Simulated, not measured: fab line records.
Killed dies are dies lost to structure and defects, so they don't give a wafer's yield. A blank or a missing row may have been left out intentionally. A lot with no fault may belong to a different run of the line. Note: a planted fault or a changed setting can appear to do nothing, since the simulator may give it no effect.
Split-lot experiment | flow rit_cmos | route with 202 steps; 5 lots, 23 wafers read

THE SPLIT ITSELF
At RIT_M1_COAT_04 (resist thk 1300 nm), the setting resist_thk_nm was moved away from the recipe's 1300 nm on 9 of the 23 wafers read, by -5.8% to -2.2%. For the rest of the wafers, this setting stayed at what the recipe calls for.

FROM THE SPLIT TO THE READING: what the file shows between them, 4 steps
- RIT_M1_EXPOSE_06: exposes mask M12, target cd 2600 nm (also split here: dose_mj)
- RIT_M1_PEB_07
- RIT_M1_DEVELOP_08: develop time 68 s
- RIT_M1_CD_MEAS_09: target cd 2600 nm

THE READING
NOVOLAK_of_M1_COAT_04.thk_nm (the simulator's own value, which no gauge read), in nm, at RIT_M1_HARDBAKE_11 (time 120 s). The file gives no usual value for it. Average 1137 nm, standard deviation 3.4 nm, over the 14 wafers here run with the recipe.

wafer  | tool, chamber at the split | resist_thk_nm as run, nm | against the recipe | NOVOLAK_of_M1_COAT_04.thk_nm, nm | against lot-mates on the recipe
L078.2 | litho_track-02, 0          | 1300                     | recipe             | 1135                             | -
L078.3 | litho_track-02, 0          | 1272                     | -2.2%              | 1111                             | -22
L078.4 | litho_track-02, 0          | 1272                     | -2.2%              | 1105                             | -28
L078.5 | litho_track-02, 0          | 1300                     | recipe             | 1130                             | -
L078.6 | litho_track-02, 0          | 1272                     | -2.2%              | 1109                             | -24
L079.1 | litho_track-03, 0          | 1300                     | recipe             | 1134                             | -
L079.2 | litho_track-03, 0          | 1300                     | recipe             | 1131                             | -
L079.3 | litho_track-03, 0          | 1267                     | -2.5%              | 1106                             | -26
L079.4 | litho_track-03, 0          | 1267                     | -2.5%              | 1104                             | -28
L079.6 | litho_track-03, 0          | 1267                     | -2.5%              | 1109                             | -24
L080.1 | litho_track-02, 0          | 1225                     | -5.8%              | 1075                             | -62
L080.2 | litho_track-02, 0          | 1225                     | -5.8%              | 1070                             | -67
L080.3 | litho_track-02, 0          | 1300                     | recipe             | 1136                             | -
L080.4 | litho_track-02, 0          | 1300                     | recipe             | 1138                             | -
L080.6 | litho_track-02, 0          | 1225                     | -5.8%              | 1071                             | -66
L083.1 | litho_track-03, 0          | 1300                     | recipe             | 1137                             | -
L083.2 | litho_track-03, 0          | 1300                     | recipe             | 1139                             | -
L083.3 | litho_track-03, 0          | 1300                     | recipe             | 1142                             | -
L083.5 | litho_track-03, 0          | 1300                     | recipe             | 1140                             | -
L083.6 | litho_track-03, 0          | 1300                     | recipe             | 1136                             | -
L085.2 | litho_track-03, 0          | 1300                     | recipe             | 1136                             | -
L085.3 | litho_track-03, 0          | 1300                     | recipe             | 1141                             | -
L085.6 | litho_track-03, 0          | 1300                     | recipe             | 1139                             | -

THE FIT
A straight line over all 23 wafers: NOVOLAK_of_M1_COAT_04.thk_nm changes by +11.4 nm for each +1% of resist_thk_nm; r = +0.99; the points scatter about the line by 3.5 nm.
The same after taking each lot's own level away (the mean of its wafers on the recipe; 23 wafers): +11.2 nm for each +1%; r = +0.99; scatter 2.3 nm.
On that fit, the largest move of resist_thk_nm shifts the reading by 64 nm.
Measured against the standard deviation above, the lots' own levels, which go from 1132.5 to 1138.8 nm, span 1.9 times it.
So the lot-to-lot level changes the slope little: the two slopes agree.
Check: with one of the wafers moved furthest among these (-5.8%) left out of the fit, the line predicts -65 nm for it against its lot-mates. It came out at -62 nm against them.

OTHER SPLITS APPLIED TO THESE WAFERS
These wafers also went through other splits before the reading. Each is held against what the fit with the lots' levels taken away leaves over:
other split on the same wafers              | wafers away from the commonest value | r with NOVOLAK_of_M1_COAT_04.thk_nm (lot level and that fit taken away)
RIT_SPACER_CVD_03 sih2cl2_flow_sccm         | 15                                   | -0.12
RIT_SILICIDE_SPUTTER_01 chamber_pressure_pa | 15                                   | -0.11
RIT_M1_EXPOSE_06 dose_mj                    | 9                                    | +0.03

THE WHOLE CHAIN: every reading that the file lists as answering this split, in the file's order
step                 | what it does                                                          | reading                                                                       | change (the file's fit)                                                            | r (the file's)
RIT_M1_COAT_04       | resist thk 1300 nm                                                    | NOVOLAK_of_M1_COAT_04.thk_nm (the simulator's own value, which no gauge read) | +13 nm for each +1% of the setting                                                 | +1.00
RIT_M1_HARDBAKE_11   | time 120 s                                                            | NOVOLAK_of_M1_COAT_04.thk_nm (the simulator's own value, which no gauge read) | +11.1 nm for each +1% of the setting                                               | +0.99
RIT_M1_CD_MEAS_09    | target cd 2600 nm                                                     | cd_nm                                                                         | +0.971 nm for each +1% of the setting, in a fit together with dose_mj@M1_EXPOSE_06 | 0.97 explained
RIT_M1_METAL_ETCH_12 | etches Al in Cl2/BCl3, stops on SiO2, time 165 s, target depth 600 nm | NOVOLAK_of_M1_COAT_04.thk_nm (the simulator's own value, which no gauge read) | +10.7 nm for each +1% of the setting, in a fit together with rf_w@M1_METAL_ETCH_12 | 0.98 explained

THE FILE'S OWN FIT
NOVOLAK_of_M1_COAT_04.thk_nm changes by +11.1 nm for each +1% of resist_thk_nm, r = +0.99.
